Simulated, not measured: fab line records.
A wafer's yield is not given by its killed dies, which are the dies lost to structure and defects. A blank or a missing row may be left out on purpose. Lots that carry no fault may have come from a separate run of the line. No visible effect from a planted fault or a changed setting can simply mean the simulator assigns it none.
fab line records -- flow rit_cmos
record lots=14, wafers=42, last_day=7
route steps=202 shown PWELL@47 GATE@92 NLDD@112 SPACER@129 M1@202
lots that met no fault: from a run of the same line without faults
start_h: the number of hours between the record's first day and the start of the first shown wafer of the lot -- wait_h: time in hours since the lot's previous step -- " repeats the value in the row above -- L1.1+2: one row covering several wafers at once -- - either no value or no given start -- * or withheld: withheld -- < > ~ a bound
route shown NAME@n: names a module that has steps shown in the file, with the first one's number in the route -- usual: mean and standard deviation over wafers with no fault -- same: alike in all rows -- chamber/n: place in a boat -- sites: the reading at each site -- _std_site: their standard deviation -- _edge_site: the outer-site mean with the inner-site mean subtracted -- radius_mm: how far each site lies from the wafer's centre -- mask NAME#n: copy n -- behind: the last tool/chamber to shape the wafer -- hold: why the lot went on hold/how many hours it stayed there/how the hold came to an end -- device: transistor that didn't switch, given as n, p or np -- end of line: the tests these same wafers got at the end of their route -- step lacking rows: just its recipe -- killed: dies lost to structure and defects at the first sort, not the wafer's yield -- map: shows each die of a wafer: x if killed, . if not, _ if none is there
set.NAME: the setting the step ran with; set.NAME@STEP: the setting that earlier step ran with -- model.NAME: the simulator's own value behind a step, which no gauge read
steps of the route over a sample of lots; a table a step, a row a wafer
services: when a tool's chamber went out of use (start_h, in hours from the record's first day, below 0 if earlier), for how many hours, and the reason
## steps
# step RIT_PWELL_IMPLANT_08
# recipe species=B, energy_kev=170, dose_cm2=7.089e+13, tilt_deg=7
# usual beam_on_s=10.00/0.22, tilt_deg=7.001/0.022
lot.wafer,tool,chamber,start_h,wait_h,beam_on_s,tilt_deg
L584.2,implanter-04,0,23.73,0.2,10.15,7.017
L584.4,implanter-04,0,23.73,0.2,9.86,7.026
L584.5,implanter-04,0,23.73,0.2,10.19,7.039
L585.2,implanter-04,0,28.57,0.2,9.68,7.002
L585.5,implanter-04,0,28.57,0.2,9.85,6.928
L585.6,implanter-04,0,28.57,0.2,10.14,6.969
L587.2,implanter-04,0,38.72,0.2,9.86,7.022
L587.5,implanter-04,0,38.72,0.2,10.32,7.012
L587.6,implanter-04,0,38.72,0.2,9.70,6.987
L588.3,implanter-03,0,43.99,0.2,10.19,6.993
L588.4,implanter-03,0,43.99,0.2,9.72,6.980
L588.5,implanter-03,0,43.99,0.2,10.01,6.977
L590.2,implanter-03,0,54.55,0.2,10.17,6.996
L590.5,implanter-03,0,54.55,0.2,9.50,6.971
L590.6,implanter-03,0,54.55,0.2,9.73,6.974
L591.1,implanter-01,0,62.92,0.2,9.75,7.005
L591.4,implanter-01,0,62.92,0.2,9.69,7.037
L591.6,implanter-01,0,62.92,0.2,10.01,7.021
L593.2,implanter-04,0,68.85,0.2,10.04,7.022
L593.5,implanter-04,0,68.85,0.2,10.39,7.011
L593.6,implanter-04,0,68.85,0.2,10.09,7.016
L594.1,implanter-01,0,74.11,0.2,10.18,6.998
L594.5,implanter-01,0,74.11,0.2,10.30,6.985
L594.6,implanter-01,0,74.11,0.2,9.76,6.999
L596.3,implanter-03,0,84.41,0.2,10.02,7.033
L596.4,implanter-03,0,84.41,0.2,10.33,7.020
L596.6,implanter-03,0,84.41,0.2,10.07,6.999
L602.1,implanter-04,0,113.10,0.2,9.77,6.998
L602.2,implanter-04,0,113.10,0.2,9.59,6.995
L602.6,implanter-04,0,113.10,0.2,10.07,6.986
L604.1,implanter-04,0,126.40,0.2,9.71,7.018
L604.2,implanter-04,0,126.40,0.2,10.05,7.017
L604.4,implanter-04,0,126.40,0.2,10.46,6.981
L605.3,implanter-03,0,129.62,0.2,9.97,6.995
L605.4,implanter-03,0,129.62,0.2,9.88,6.989
L605.5,implanter-03,0,129.62,0.2,10.23,6.965
L606.2,implanter-03,0,133.33,0.2,9.81,7.000
L606.3,implanter-03,0,133.33,0.2,10.18,6.988
L606.5,implanter-03,0,133.33,0.2,10.16,7.003
L607.3,implanter-03,0,140.89,0.2,10.26,6.937
L607.5,implanter-03,0,140.89,0.2,10.07,6.950
L607.6,implanter-03,0,140.89,0.2,9.90,6.975
# step RIT_WELLDRIVE_RS_MEAS_02
# recipe thk_meas_gauge=four-point-probe
# usual PWELL_RS=426.3/1.2
lot.wafer,tool,chamber,start_h,wait_h,PWELL_RS[ohm/sq]
L584.2,film_metro-04,-,29.54,0.1,426.3
L584.4,film_metro-04,-,29.54,0.1,425.1
L584.5,film_metro-04,-,29.54,0.1,426.9
L585.2,film_metro-03,-,35.69,0.1,424.9
L585.5,film_metro-03,-,35.69,0.1,425.6
L585.6,film_metro-03,-,35.69,0.1,425.4
L587.2,film_metro-03,-,45.26,0.1,425.4
L587.5,film_metro-03,-,45.26,0.1,426.3
L587.6,film_metro-03,-,45.26,0.1,424.8
L588.3,film_metro-03,-,50.36,0.1,427.6
L588.4,film_metro-03,-,50.36,0.1,426.2
L588.5,film_metro-03,-,50.36,0.1,426.6
L590.2,film_metro-03,-,61.53,0.1,425.3
L590.5,film_metro-03,-,61.53,0.1,425.5
L590.6,film_metro-03,-,61.53,0.1,425.7
L591.1,film_metro-04,-,68.51,0.1,428.0
L591.4,film_metro-04,-,68.51,0.1,427.6
L591.6,film_metro-04,-,68.51,0.1,428.0
L593.2,film_metro-03,-,74.83,0.1,425.3
L593.5,film_metro-03,-,74.83,0.1,426.0
L593.6,film_metro-03,-,74.83,0.1,425.8
L594.1,film_metro-03,-,81.20,0.1,424.1
L594.5,film_metro-03,-,81.20,0.1,424.3
L594.6,film_metro-03,-,81.20,0.1,423.8
L596.3,film_metro-02,-,90.91,0.1,426.3
L596.4,film_metro-02,-,90.91,0.1,425.3
L596.6,film_metro-02,-,90.91,0.1,427.1
L602.1,film_metro-02,-,118.79,0.1,459.2
L602.2,film_metro-02,-,118.79,0.1,458.8
L602.6,film_metro-02,-,118.79,0.1,458.6
L604.1,film_metro-02,-,133.18,0.1,458.9
L604.2,film_metro-02,-,133.18,0.1,459.6
L604.4,film_metro-02,-,133.18,0.1,461.0
L605.3,film_metro-03,-,135.20,0.1,424.7
L605.4,film_metro-03,-,135.20,0.1,425.7
L605.5,film_metro-03,-,135.20,0.1,426.6
L606.2,film_metro-02,-,139.36,0.1,427.3
L606.3,film_metro-02,-,139.36,0.1,428.0
L606.5,film_metro-02,-,139.36,0.1,425.9
L607.3,film_metro-03,-,146.76,0.1,424.0
L607.5,film_metro-03,-,146.76,0.1,423.1
L607.6,film_metro-03,-,146.76,0.1,424.8
# step RIT_GATE_CD_MEAS_16
# recipe target_cd_nm=150
# usual cd_nm=150.4/2.5
lot.wafer,tool,chamber,start_h,wait_h,cd_nm
L584.2,cd_sem-01,-,37.43,-,150.7
L584.4,cd_sem-01,-,37.43,-,151.2
L584.5,cd_sem-01,-,37.43,-,151.7
L585.2,cd_sem-02,-,45.55,-,149.0
L585.5,cd_sem-02,-,45.55,-,148.2
L585.6,cd_sem-02,-,45.55,-,149.8
L587.2,cd_sem-01,-,58.34,-,152.5
L587.5,cd_sem-01,-,58.34,-,154.3
L587.6,cd_sem-01,-,58.34,-,153.4
L588.3,cd_sem-01,-,62.76,-,148.3
L588.4,cd_sem-01,-,62.76,-,147.1
L588.5,cd_sem-01,-,62.76,-,147.9
L590.2,cd_sem-01,-,71.62,-,150.7
L590.5,cd_sem-01,-,71.62,-,150.8
L590.6,cd_sem-01,-,71.62,-,149.8
L591.1,cd_sem-02,-,80.13,-,147.3
L591.4,cd_sem-02,-,80.13,-,147.9
L591.6,cd_sem-02,-,80.13,-,148.9
L593.2,cd_sem-01,-,83.06,-,151.9
L593.5,cd_sem-01,-,83.06,-,151.5
L593.6,cd_sem-01,-,83.06,-,149.8
L594.1,cd_sem-01,-,92.40,-,154.0
L594.5,cd_sem-01,-,92.40,-,154.7
L594.6,cd_sem-01,-,92.40,-,152.7
L596.3,cd_sem-02,-,102.66,-,151.5
L596.4,cd_sem-02,-,102.66,-,150.1
L596.6,cd_sem-02,-,102.66,-,152.3
L602.1,cd_sem-01,-,126.99,-,153.4
L602.2,cd_sem-01,-,126.99,-,152.3
L602.6,cd_sem-01,-,126.99,-,152.2
L604.1,cd_sem-01,-,141.06,-,144.0
L604.2,cd_sem-01,-,141.06,-,145.5
L604.4,cd_sem-01,-,141.06,-,144.3
L605.3,cd_sem-02,-,143.53,-,154.4
L605.4,cd_sem-02,-,143.53,-,151.5
L605.5,cd_sem-02,-,143.53,-,151.9
L606.2,cd_sem-01,-,147.78,-,148.7
L606.3,cd_sem-01,-,147.78,-,148.7
L606.5,cd_sem-01,-,147.78,-,149.5
L607.3,cd_sem-02,-,156.05,-,151.1
L607.5,cd_sem-02,-,156.05,-,151.3
L607.6,cd_sem-02,-,156.05,-,151.2
# step RIT_NLDD_STRIP_09
# recipe chemistry=O2, time_s=180, resist=NOVOLAK, platen_temp_c=withheld, power_w=500, pressure_mtorr=4000, o2_flow_sccm=4000
# usual drypump_motor_current_A=5.7/0.62
lot.wafer,tool,chamber,start_h,wait_h,drypump_motor_current_A,rf_hours_counter_h
L584.2,plasma_asher-01,0,42.56,0.1,4.9,26
L584.4,plasma_asher-01,0,42.56,0.1,4.9,-
L584.5,plasma_asher-01,1,42.56,0.1,6.4,-
L585.2,plasma_asher-04,0,50.68,0.1,5.4,39
L585.5,plasma_asher-04,1,50.68,0.1,6.6,-
L585.6,plasma_asher-04,0,50.68,0.1,5.4,-
L587.2,plasma_asher-01,1,64.03,0.1,6.4,28
L587.5,plasma_asher-01,1,64.03,0.1,6.4,-
L587.6,plasma_asher-01,0,64.03,0.1,4.9,-
L588.3,plasma_asher-03,1,67.81,0.1,5.5,-
L588.4,plasma_asher-03,0,67.81,0.1,5.3,-
L588.5,plasma_asher-03,1,67.81,0.1,5.5,-
L590.2,plasma_asher-04,0,78.45,0.1,5.4,42
L590.5,plasma_asher-04,0,78.45,0.1,5.4,-
L590.6,plasma_asher-04,1,78.45,0.1,6.7,-
L591.1,plasma_asher-03,1,85.12,0.1,5.5,44
L591.4,plasma_asher-03,0,85.12,0.1,5.3,-
L591.6,plasma_asher-03,1,85.12,0.1,5.5,-
L593.2,plasma_asher-01,1,88.86,0.1,6.4,31
L593.5,plasma_asher-01,1,88.86,0.1,6.4,-
L593.6,plasma_asher-01,0,88.86,0.1,4.9,-
L594.1,plasma_asher-01,0,97.39,0.1,4.9,32
L594.5,plasma_asher-01,0,97.39,0.1,4.9,-
L594.6,plasma_asher-01,1,97.39,0.1,6.4,-
L596.3,plasma_asher-04,0,107.80,0.1,5.4,-
L596.4,plasma_asher-04,1,107.80,0.1,6.6,-
L596.6,plasma_asher-04,0,107.80,0.1,5.4,-
L602.1,plasma_asher-01,0,133.50,0.1,4.9,36
L602.2,plasma_asher-01,1,133.50,0.1,6.4,36
L602.6,plasma_asher-01,1,133.50,0.1,6.4,-
L604.1,plasma_asher-04,0,146.14,0.1,5.4,50
L604.2,plasma_asher-04,1,146.14,0.1,6.6,50
L604.4,plasma_asher-04,0,146.14,0.1,5.4,-
L605.3,plasma_asher-03,1,148.62,0.1,5.5,-
L605.4,plasma_asher-03,0,148.62,0.1,5.4,-
L605.5,plasma_asher-03,0,148.62,0.1,5.3,-
L606.2,plasma_asher-03,0,153.95,0.1,5.3,4
L606.3,plasma_asher-03,1,153.95,0.1,5.5,-
L606.5,plasma_asher-03,1,153.95,0.1,5.5,-
L607.3,plasma_asher-03,1,161.30,0.1,5.5,-
L607.5,plasma_asher-03,1,161.30,0.1,5.5,-
L607.6,plasma_asher-03,0,161.30,0.1,5.4,-
# step RIT_SPACER_THK_MEAS_04
# recipe reads=Si3N4_of_SPACER_CVD_03
# usual SPACER_NITRIDE_THK=250.9/2.3
lot.wafer,tool,chamber,start_h,wait_h,SPACER_NITRIDE_THK[nm]
L584.2,film_metro-02,-,46.54,0.0,247.4
L584.4,film_metro-02,-,46.54,0.0,246.1
L584.5,film_metro-02,-,46.54,0.0,248.2
L585.2,film_metro-02,-,54.78,0.0,247.3
L585.5,film_metro-02,-,54.78,0.0,249.8
L585.6,film_metro-02,-,54.78,0.0,248.0
L587.2,film_metro-02,-,68.05,0.0,254.2
L587.5,film_metro-02,-,68.05,0.0,253.7
L587.6,film_metro-02,-,68.05,0.0,254.2
L588.3,film_metro-02,-,71.71,0.0,251.6
L588.4,film_metro-02,-,71.71,0.0,252.0
L588.5,film_metro-02,-,71.71,0.0,252.1
L590.2,film_metro-01,-,84.34,0.0,254.8
L590.5,film_metro-01,-,84.34,0.0,254.5
L590.6,film_metro-01,-,84.34,0.0,256.9
L591.1,film_metro-01,-,89.19,0.0,250.4
L591.4,film_metro-01,-,89.19,0.0,251.9
L591.6,film_metro-01,-,89.19,0.0,252.5
L593.2,film_metro-03,-,93.29,0.0,248.8
L593.5,film_metro-03,-,93.29,0.0,251.7
L593.6,film_metro-03,-,93.29,0.0,249.6
L594.1,film_metro-03,-,101.63,0.0,247.7
L594.5,film_metro-03,-,101.63,0.0,248.7
L594.6,film_metro-03,-,101.63,0.0,249.6
L596.3,film_metro-02,-,111.83,0.0,255.0
L596.4,film_metro-02,-,111.83,0.0,253.9
L596.6,film_metro-02,-,111.83,0.0,253.8
L602.1,film_metro-03,-,137.45,0.0,247.9
L602.2,film_metro-03,-,137.45,0.0,250.1
L602.6,film_metro-03,-,137.45,0.0,249.9
L604.1,film_metro-03,-,150.08,0.0,250.6
L604.2,film_metro-03,-,150.08,0.0,248.6
L604.4,film_metro-03,-,150.08,0.0,249.7
L605.3,film_metro-03,-,152.65,0.0,247.8
L605.4,film_metro-03,-,152.65,0.0,248.9
L605.5,film_metro-03,-,152.65,0.0,248.0
L606.2,film_metro-02,-,158.04,0.0,250.1
L606.3,film_metro-02,-,158.04,0.0,249.6
L606.5,film_metro-02,-,158.04,0.0,249.9
L607.3,film_metro-03,-,165.31,0.0,249.8
L607.5,film_metro-03,-,165.31,0.0,248.8
L607.6,film_metro-03,-,165.31,0.0,249.5
# step RIT_M1_PROBE_99
# usual killed_at_contacts=0.1/0.25, killed_at_front_end=6/3.1, killed_dies=6/3.1, killed_open=2.9/2, killed_short=3.3/2
# same gross_dies=264, killed_at_M0_to_M3=0, killed_at_M4_up=0, killed_at_back_side=0, killed_at_other=0
lot.wafer,tool,chamber,start_h,wait_h,killed_at_contacts,killed_at_front_end,killed_dies,killed_open,killed_short
L584.2,prober-02,-,57.71,0.1,0,9,9,6,3
L584.4,prober-02,-,57.81,0.2,0,3,3,2,1
L584.5,prober-02,-,57.86,0.2,0,4,4,2,2
L588.3,prober-02,-,82.75,0.2,0,7,7,5,2
L588.4,prober-02,-,82.80,0.2,0,7,7,1,6
L588.5,prober-02,-,82.85,0.2,0,4,4,1,3
L604.1,prober-02,-,161.77,0.1,0,7,7,1,6
L604.2,prober-02,-,161.82,0.1,0,4,4,2,2
L604.4,prober-02,-,161.92,0.2,0,6,6,3,3
L605.3,prober-01,-,163.94,0.2,0,11,11,6,5
L605.4,prober-01,-,163.99,0.2,0,8,8,2,6
L605.5,prober-01,-,164.04,0.2,0,9,9,5,4
L607.3,prober-01,-,176.23,0.2,0,4,4,2,2
L607.5,prober-01,-,176.33,0.2,0,5,5,1,4
L607.6,prober-01,-,176.38,0.2,0,5,5,1,4
# killed by level:class
L584.2 GATE:geometric_particle:open=4 GATE:geometric_particle:short=2 FOX1:geometric_particle:open=1 REOX:geometric_particle:short=1 SILICIDE:geometric_particle:open=1
L584.4 REOX:geometric_particle:short=1 REOX:geometric_particle:open=1 SILICIDE:geometric_particle:open=1
L584.5 GATE:geometric_particle:short=2 GATE:geometric_particle:open=1 SILICIDE:geometric_particle:open=1
L588.3 GATE:geometric_particle:open=2 FOX2:geometric_particle:short=1 FOX2:geometric_particle:open=1 GATE:geometric_particle:short=1 REOX:geometric_particle:open=1 SPACER:geometric_particle:open=1
L588.4 FOX1:geometric_particle:short=3 FOX1:geometric_particle:open=1 GATE:geometric_particle:short=1 SPACER:geometric_particle:short=1 SILICIDE:geometric_particle:short=1
L588.5 SILICIDE:geometric_particle:short=2 FOX1:geometric_particle:short=1 SILICIDE:geometric_particle:open=1
L604.1 SPACER:geometric_particle:short=3 GATE:geometric_particle:short=2 GATE:geometric_particle:open=1 REOX:geometric_particle:short=1
L604.2 GATE:geometric_particle:open=1 GATE:geometric_particle:short=1 REOX:geometric_particle:open=1 SPACER:geometric_particle:short=1
L604.4 SPACER:geometric_particle:open=3 FOX1:geometric_particle:short=1 SPACER:geometric_particle:short=1 SILICIDE:geometric_particle:short=1
L605.3 FOX2:geometric_particle:short=2 FOX2:geometric_particle:open=2 GATE:geometric_particle:open=2 SILICIDE:geometric_particle:short=2 FOX1:geometric_particle:open=1 GATE:geometric_particle:short=1 REOX:geometric_particle:open=1
L605.4 FOX1:geometric_particle:short=3 GATE:geometric_particle:short=1 REOX:geometric_particle:open=1 REOX:geometric_particle:short=1 SILICIDE:geometric_particle:short=1 SILICIDE:geometric_particle:open=1
L605.5 REOX:geometric_particle:open=3 GATE:geometric_particle:short=2 REOX:geometric_particle:short=2 FOX1:geometric_particle:open=1 GATE:geometric_particle:open=1
L607.3 SPACER:geometric_particle:short=2 FOX1:geometric_particle:open=1 SPACER:geometric_particle:open=1
L607.5 GATE:geometric_particle:short=2 FOX1:geometric_particle:short=1 SILICIDE:geometric_particle:short=1 SILICIDE:geometric_particle:open=1
L607.6 GATE:geometric_particle:short=2 FOX1:geometric_particle:short=1 REOX:geometric_particle:open=1 SPACER:geometric_particle:short=1
## services
tool,chamber,start_h,hours,kind
implanter-01,-,8.98,2.2,repair
implanter-03,-,12.73,12.6,pm
plasma_asher-04,-,21.83,2.8,pm
implanter-01,-,32.01,1.9,repair
implanter-03,-,34.00,2.7,repair
implanter-03,-,68.10,3.8,repair
plasma_asher-03,-,88.64,1.2,repair
plasma_asher-03,-,108.75,9.0,pm
plasma_asher-03,0,108.75,9.0,vent_cycle
plasma_asher-03,1,108.75,9.0,vent_cycle
plasma_asher-03,0,117.75,-,clean
plasma_asher-03,1,117.75,-,clean
implanter-04,-,131.88,6.2,repair
implanter-04,-,159.95,5.9,pm
## key
first_sign step=RIT_WELLDRIVE_RS_MEAS_02, reading=PWELL_RS, direction=up, sigmas=27, usual=426.3, struck=459.4
effect none on later readings
met_at RIT_PWELL_IMPLANT_08
struck_lots L602,L604
tester_left_out L602,L604
not_acting_at RIT_GATE_CD_MEAS_16,RIT_NLDD_STRIP_09,RIT_SPACER_THK_MEAS_04
onset_between 68.85 113.10
fault kind=process_parameter_drift, tool=implanter-04, chamber=-, onset_h=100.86, steps=RIT_PWELL_IMPLANT_08, channel=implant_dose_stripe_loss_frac, offset=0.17, shape=step, end_h=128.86
# tester_left_out: of these lots the tester's yield and bins aren't shown, on N5 and GAA mostly nor the transistor test; their killed dies are dies lost to structure and defects alone, not to doping, threshold or leakage, so they don't give the yield
